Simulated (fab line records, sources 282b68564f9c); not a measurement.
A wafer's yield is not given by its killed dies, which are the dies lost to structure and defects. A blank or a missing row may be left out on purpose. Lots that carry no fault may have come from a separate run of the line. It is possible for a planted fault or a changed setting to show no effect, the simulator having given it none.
Problem report in the 8D (eight disciplines) form, filled by code :: flow ritCmos :: the parts of the form that need people (team, actions taken, sign-off) are left out

## 1. PROBLEM STATEMENT
GATE_POLY_THK at RIT_GATE_THK_MEAS_09 reads a mean of 356.7 nm on 6 wafers of 2 lots; wafers without a fault read 250.8 nm with a standard deviation of 2.6. Relative to the usual mean, that is a shift of +41 standard deviations.
Earliest sighting: wafer L154.1 on filmMetro-02 at day 5 18:33. The record has a number at this step for 42 wafers belonging to 14 lots. By rule, "out" or "out of limits" means more than 4 standard deviations away from the usual mean. Any other wafer with a number is counted as sound.

## 2. WHAT IT IS AND WHAT IT IS NOT
question: which readings at this step
is: GATE_POLY_THK
is not: -

question: which lots
is: L154, L157
is not: L139, L140, L141, L142, L143, L144, L145, L146, L147, L148, L149, L159

question: which wafers of those lots
is: all that have a number
is not: -

question: read on which gauges
is: filmMetro-02
is not: filmMetro-01, filmMetro-03

question: when
is: from day 5 18:33
is not: up to then (33 sound wafers); but 3 sound wafers of L159 came after

## 3. THE SUSPECTS, EACH WITH WHAT RULES IT OUT
Counting: a tool at any process step up to the reading remains a suspect when it ran all the lots that are out and ran no sound lot after the first of those.
- the gauge at RIT_GATE_THK_MEAS_09: ruled out. All the wafers that are out were read on filmMetro-02, but those of them that RIT_GATE_CVD_08 has rows for are out there too, on other tools.
- lpcvd-02 at RIT_GATE_CVD_08 (deposits poly-Si from SiH4, target thk 250 nm, time 2220 s): kept. All lots that are out passed through it, beginning with L154 at day 5 16:56, and no sound lot followed; its final sound lot before that point was L146 at day 4 02:45. Its own spikeTcCentreC, spikeTcLoadC, spikeTcSourceC, susceptorTempC readings are out on those wafers.
After counting, what remains is lpcvd-02 at RIT_GATE_CVD_08.

## 4. THE CAUSE (what the simulator had put in)
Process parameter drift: lpcvd-02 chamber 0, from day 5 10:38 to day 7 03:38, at RIT_GATE_CVD_08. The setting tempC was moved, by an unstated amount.
The count eliminated every tool but this one.

## 5. THE CHAIN OF EFFECTS, in route order
Each row: a reading whose mean over the struck wafers that have a number lies more than 3 standard deviations from the usual. Scope: only readings with a usual standard deviation given in the record; hours: median across lots of the time from each lot's start at the first step in this table that gives one to its start at this step; sigmas: change in usual standard deviations.
hours: 0
step: RIT_GATE_CVD_08
reading: spikeTcCentreC
usual: 612.7 C
on struck wafers: 626.9
change: +14.2
sigmas: +14

hours: 0
step: RIT_GATE_CVD_08
reading: spikeTcLoadC
usual: 631.2 C
on struck wafers: 646.2
change: +15.0
sigmas: +7.5

hours: 0
step: RIT_GATE_CVD_08
reading: spikeTcSourceC
usual: 630.5 C
on struck wafers: 646.3
change: +15.8
sigmas: +9.3

hours: 0
step: RIT_GATE_CVD_08
reading: susceptorTempC
usual: 610.0 C
on struck wafers: 625.1
change: +15.1
sigmas: +47

hours: 2
step: RIT_GATE_THK_MEAS_09
reading: GATE_POLY_THK
usual: 250.8 nm
on struck wafers: 356.7
change: +105.9
sigmas: +41

hours: 3
step: RIT_GATE_ETCH_19
reading: oesProductAu
usual: 0.851 a.u.
on struck wafers: 0.992
change: +0.141
sigmas: +10

hours: 26
step: RIT_M1_PROBE_99
reading: killedAtFrontEnd
usual: 7
on struck wafers: 264
change: +257
sigmas: +86

hours: 26
step: RIT_M1_PROBE_99
reading: killedDies
usual: 7
on struck wafers: 264
change: +257
sigmas: +86

hours: 26
step: RIT_M1_PROBE_99
reading: killedOnRim
usual: 1.8
on struck wafers: 70.0
change: +68.2
sigmas: +45
Here are the process steps it includes:
- RIT_GATE_CVD_08: deposits poly-Si from SiH4, target thk 250 nm, time 2220 s.
- RIT_GATE_ETCH_19: etches poly-Si in SF6/CHF3/O2, stops on SiO2, time 165 s, target depth 312.5 nm.
- RIT_M1_PROBE_99

## 6. WHAT WOULD HAVE CAUGHT IT SOONER
In this record the first reading out of limits at a measuring or inspecting step was taken at day 5 18:33, 8 hours after the fault began at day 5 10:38.
At RIT_GATE_CVD_08, the tool's own readings (spikeTcCentreC, spikeTcLoadC, spikeTcSourceC, susceptorTempC) were out on each struck wafer the step has a row for, so an alarm limit on them would have fired on the first such wafer.
Of the lots that are out (2), L157 began RIT_GATE_CVD_08 on lpcvd-02 after day 5 18:33. A tool hold placed at that time would have kept it from harm.
